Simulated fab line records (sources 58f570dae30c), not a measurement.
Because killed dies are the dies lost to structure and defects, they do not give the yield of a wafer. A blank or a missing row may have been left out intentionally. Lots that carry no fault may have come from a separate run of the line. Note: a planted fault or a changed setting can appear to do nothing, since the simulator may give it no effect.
What tool caused it?    flow berkeley cmos170    Sampling: 14 lots, 42 wafers, 5 of 331 route steps

## WHAT THE GAUGES READ, wafer by wafer
UCB170_SACOX_THK_MEAS_02.
lot   measured     on             SACOX_OXIDE_THK (nm)
L251  day 5 08:54  film metro-02  14.24 14.33 14.20
L252  day 5 15:35  film metro-01  14.39 14.28 14.53
L256  day 6 14:26  film metro-01  22.77 22.73 23.04
L258  day 6 21:49  film metro-02  22.46 22.26 22.54
L262  day 7 16:20  film metro-01  14.65 14.34 14.63
L263  day 7 23:17  film metro-01  13.90 14.00 14.05
L264  day 7 23:18  film metro-03  14.13 14.06 13.97
L266  day 8 07:33  film metro-01  14.22 14.36 14.02
L267  day 8 07:34  film metro-02  14.60 14.47 14.22
L268  day 8 20:53  film metro-01  14.73 14.68 14.62
L269  day 9 04:25  film metro-02  14.51 14.01 14.24
L270  day 9 12:10  film metro-02  14.32 14.43 14.23
L272  day 9 12:14  film metro-03  14.18 14.06 14.00
L273  day 9 23:23  film metro-01  14.44 14.84 14.38

UCB170_CONTACT_OVL_MEAS_16.
lot   measured      on          CONTACT_OVL (nm)
L251  day 7 13:02   overlay-01  -1 -1 5
L252  day 7 19:27   overlay-02  -1 4 -4
L256  day 8 08:24   overlay-01  -5 4 -5
L258  day 8 17:46   overlay-02  -6 -6 -2
L262  day 9 13:53   overlay-02  7 8 6
L263  day 10 00:02  overlay-02  11 2 16
L264  day 9 21:17   overlay-01  1 0 -8
L266  day 10 04:20  overlay-01  3 1 5
L267  day 10 01:53  overlay-02  3 6 3
L268  day 10 19:47  overlay-01  6 3 4
L269  day 11 01:51  overlay-01  11 6 1
L270  day 11 05:15  overlay-01  3 7 0
L272  day 11 07:22  overlay-01  4 -3 -7
L273  day 11 18:19  overlay-02  -7 -7 -10

UCB170_V2_THK_MEAS_01.
lot   measured      on             V2_TEOS_THK (nm)
L251  day 7 23:30   film metro-02  2030 2074 2040
L252  day 8 11:07   film metro-02  1964 2005 2002
L256  day 8 21:39   film metro-01  2022 2022 2054
L258  day 9 09:44   film metro-02  2015 2004 2056
L262  day 10 01:30  film metro-02  2001 1982 2004
L263  day 10 11:11  film metro-02  1973 1952 1969
L264  day 10 11:28  film metro-01  1956 1998 2001
L266  day 10 16:06  film metro-01  2010 2032 1993
L267  day 10 15:26  film metro-02  1961 1997 2021
L268  day 11 06:29  film metro-01  1960 1981 2019
L269  day 11 13:27  film metro-03  2034 2060 2038
L270  day 11 17:31  film metro-01  1976 2013 2013
L272  day 11 17:46  film metro-03  1971 2029 2032
L273  day 12 04:49  film metro-01  1991 2044 2060

## TOOL THAT RAN EACH LOT (tool first, then ch and the chambers of the sampled wafers, then the start)
lot   UCB170_SACOX_OXIDATION_01     UCB170_V1_ETCH_14
L251  furnace-03 ch 0, day 5 07:13  rie diel-03 ch 1,2, day 7 19:56
L252  furnace-01 ch 0, day 5 13:55  rie diel-04 ch 1,2,3, day 8 05:36
L256  furnace-01 ch 0, day 6 09:35  rie diel-01 ch 1,2, day 8 15:57
L258  furnace-03 ch 0, day 6 16:17  rie diel-03 ch 0,2,3, day 9 04:26
L262  furnace-04 ch 0, day 7 14:40  rie diel-01 ch 1,2, day 9 21:58
L263  furnace-04 ch 0, day 7 21:35  rie diel-03 ch 1,2,3, day 10 07:14
L264  furnace-04 ch 0, day 7 21:35  rie diel-04 ch 0,2,3, day 10 07:31
L266  furnace-01 ch 0, day 8 05:53  rie diel-01 ch 0,3, day 10 12:20
L267  furnace-01 ch 0, day 8 05:53  rie diel-03 ch 0,1,3, day 10 11:49
L268  furnace-03 ch 0, day 8 19:13  rie diel-04 ch 0,2,3, day 11 03:25
L269  furnace-01 ch 0, day 9 02:45  rie diel-04 ch 1,3, day 11 10:23
L270  furnace-03 ch 0, day 9 10:30  rie diel-03 ch 0,1,3, day 11 14:05
L272  furnace-03 ch 0, day 9 10:30  rie diel-01 ch 0,3, day 11 14:19
L273  furnace-03 ch 0, day 9 21:42  rie diel-04 ch 0,3, day 12 01:37
- UCB170_SACOX_OXIDATION_01: target thk 14.4 nm, ox time 2400 s.
- UCB170_V1_ETCH_14: etches SiO2 in CHF3/CF4/Ar, stops on Al, target depth 1250 nm, time 291 s.

## AS READ BY THE TOOLS THEMSELVES (means over the sampled wafers that have a number; for cases with no such wafer, the mark the record gives instead)
UCB170_SACOX_OXIDATION_01.
lot   tool        ox temp c max
L251  furnace-03  901.9
L252  furnace-01  903.9
L256  furnace-01  903.6
L258  furnace-03  902.7
L262  furnace-04  904.4
L263  furnace-04  904.6
L264  furnace-04  904.6
L266  furnace-01  904.7
L267  furnace-01  904.5
L268  furnace-03  902.5
L269  furnace-01  905.9
L270  furnace-03  902.2
L272  furnace-03  901.9
L273  furnace-03  902.0

UCB170_V1_ETCH_14.
lot   tool         drypump motor current A (A)  oes product au (a.u.)  throttle valve pct (%)
L251  rie diel-03  5.5                          0.881                  6.79
L252  rie diel-04  5.8                          0.881                  6.90
L256  rie diel-01  5.6                          0.865                  6.95
L258  rie diel-03  5.3                          0.863                  6.87
L262  rie diel-01  5.5                          0.871                  6.95
L263  rie diel-03  5.5                          0.874                  6.85
L264  rie diel-04  5.9                          0.893                  6.94
L266  rie diel-01  5.8                          0.883                  7.16
L267  rie diel-03  5.6                          0.875                  6.90
L268  rie diel-04  5.9                          0.890                  6.95
L269  rie diel-04  5.4                          0.880                  6.96
L270  rie diel-03  5.6                          0.869                  6.89
L272  rie diel-01  5.8                          0.884                  7.13
L273  rie diel-04  5.7                          0.882                  6.99

## THE ANSWER, worked out from the rows above alone
Rule: what is usual is taken from the lots themselves. The widest of any qualifying gaps counts: lots, ordered by their means at a reading, are off when they make up no more than a third of the lots, leave a main group of 4 or more, and stand apart from it by 3 or more times the standard deviation of that group's means. Not used: any main group whose means are identical at the precision the tables above print for the reading. Also off: a lot with no number at a reading for which 4 or more lots have one. Any other lot the step has rows for is counted as sound. After the gauges, taken in route order, come the tools' own readings; for these a lot's mean is taken, as printed above. The first step at which some lot is off is used, and at that step the reading that is off furthest; a lot without a number counts as furthest.
Off: L256, L258, at UCB170_SACOX_THK_MEAS_02 (SACOX_OXIDE_THK). Main group: mean 14.31 nm, sd 0.21.
A tool fits if, at a process step before that reading, it ran every lot that is off, and no sound lot after the first of them. The gauges at UCB170_SACOX_THK_MEAS_02 are tried like those tools. Not one of the candidates tried fits.

## WHAT WAS PUT IN BY THE SIMULATOR
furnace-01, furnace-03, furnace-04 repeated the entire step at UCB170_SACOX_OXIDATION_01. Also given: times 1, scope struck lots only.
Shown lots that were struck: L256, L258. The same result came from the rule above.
